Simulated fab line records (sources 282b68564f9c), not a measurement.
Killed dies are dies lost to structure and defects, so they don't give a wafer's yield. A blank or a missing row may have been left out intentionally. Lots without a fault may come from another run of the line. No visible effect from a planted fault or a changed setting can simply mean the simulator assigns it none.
What tool caused it?    flow rit-cmos    Sampling: 13 lots, 39 wafers, 2 of 202 route steps

## WHAT THE GAUGES READ, wafer by wafer
RIT_PLDD_TW_MEAS_10. Usual: PLDD_TW 2358, standard deviation 28.
lot   measured     on             PLDD_TW         flag
L986  day 3 06:01  film-metro-03  2360 2341 2329  
L987  day 3 10:22  film-metro-01  2386 2393 2383  
L988  day 3 13:59  film-metro-03  2330 2338 2343  
L989  day 3 20:50  film-metro-01  2380 2388 2392  
L990  day 4 01:12  film-metro-03  2343 2326 2329  
L992  day 4 08:07  film-metro-03  2326 2330 2321  
L994  day 4 20:52  film-metro-03  2322 2312 2326  
L995  day 4 23:21  film-metro-03  2344 2333 2340  
L999  day 5 20:24  film-metro-01  30 30 30        OFF
L105  day 7 01:07  film-metro-01  2386 2392 2391  
L106  day 7 07:23  film-metro-01  2387 2392 2397  
L107  day 7 14:58  film-metro-03  2319 2323 2320  
L108  day 7 19:08  film-metro-02  2382 2376 2371  

## WHAT TOOL EACH LOT RAN ON (gives the tool, then ch and the chambers of the sampled wafers, and finally the start)
lot   RIT_NLDD_STRIP_09
L986  plasma-asher-03 ch 0,1, day 3 04:17
L987  plasma-asher-04 ch 0,1, day 3 08:32
L988  plasma-asher-04 ch 1, day 3 12:16
L989  plasma-asher-04 ch 0,1, day 3 19:01
L990  plasma-asher-04 ch 0,1, day 3 23:29
L992  plasma-asher-02 ch 1, day 4 06:31
L994  plasma-asher-02 ch 0,1, day 4 19:17
L995  plasma-asher-02 ch 0,1, day 4 21:38
L999  plasma-asher-04 ch 0,1, day 5 18:43
L105  plasma-asher-03 ch 0,1, day 6 23:24
L106  plasma-asher-02 ch 0,1, day 7 05:47
L107  plasma-asher-03 ch 0,1, day 7 13:22
L108  plasma-asher-02 ch 0,1, day 7 17:32
- RIT_NLDD_STRIP_09: strips in O2, time 180 s.

## WHAT THE TOOLS THEMSELVES READ (means of the sampled wafers that have a number; where no wafer has one, the mark that the record gives instead)
RIT_NLDD_STRIP_09. Usual: chamber-pressure-mTorr 4000 mTorr, standard deviation 3.9; drypump-motor-current-A 6.1 A, standard deviation 0.39; run-length-s 208.1 s, standard deviation 0.42.
lot   tool             chamber-pressure-mTorr (mTorr)  drypump-motor-current-A (A)  run-length-s (s)  flag
L986  plasma-asher-03  3996                            6.4                          208.0             
L987  plasma-asher-04  3997                            6.1                          207.9             
L988  plasma-asher-04  3998                            6.1                          208.0             
L989  plasma-asher-04  3998                            6.1                          208.1             
L990  plasma-asher-04  4001                            6.1                          207.9             
L992  plasma-asher-02  4001                            6.5                          208.8             
L994  plasma-asher-02  4000                            5.7                          208.4             
L995  plasma-asher-02  4001                            6.1                          208.5             
L999  plasma-asher-04  4000                            6.0                          72.3              OFF
L105  plasma-asher-03  4001                            6.4                          207.7             
L106  plasma-asher-02  3998                            5.7                          208.2             
L107  plasma-asher-03  4003                            6.4                          207.9             
L108  plasma-asher-02  3997                            6.1                          208.5             

## THE ANSWER, worked out from the rows above alone
Rule: take the mean of a lot's wafers that have a number; if it is more than 3 standard deviations from the usual mean, the lot is off. Also off: a lot with no number at a reading for which 4 or more lots have one. Any other lot the step has rows for is counted as sound. After the gauges, taken in route order, come the tools' own readings; for these a lot's mean is taken, as printed above. At the first step where some lot is off, the reading lying furthest off is the one used; lots without a number count as furthest.
Off: at RIT_PLDD_TW_MEAS_10 (PLDD_TW), L999.
If a tool, at a process step before that reading, ran all the lots that are off and no sound lot after the first of them, it fits. The gauges at RIT_PLDD_TW_MEAS_10 aren't tried: what is off there is off at RIT_NLDD_STRIP_09 too, on other tools, and a gauge's error can't cause that. One fits: RIT_NLDD_STRIP_09 on plasma-asher-04. A fault onset in the window from L990 (day 3 23:29, its last sound lot) to L999 (day 5 18:43, its first lot off) fits.
The tool's own readings at RIT_NLDD_STRIP_09 bear it out: on the lots that are off they differ by more than 5 times the standard deviation of the sound lots' means. run-length-s reads 72.3 s there against 208.2 s on the sound lots.

## WHAT THE SIMULATOR HAD INSERTED
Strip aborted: plasma-asher-04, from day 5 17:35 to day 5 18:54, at RIT_NLDD_STRIP_09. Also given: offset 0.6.
Shown lots that were struck: L999. This agrees with what the rule above found.
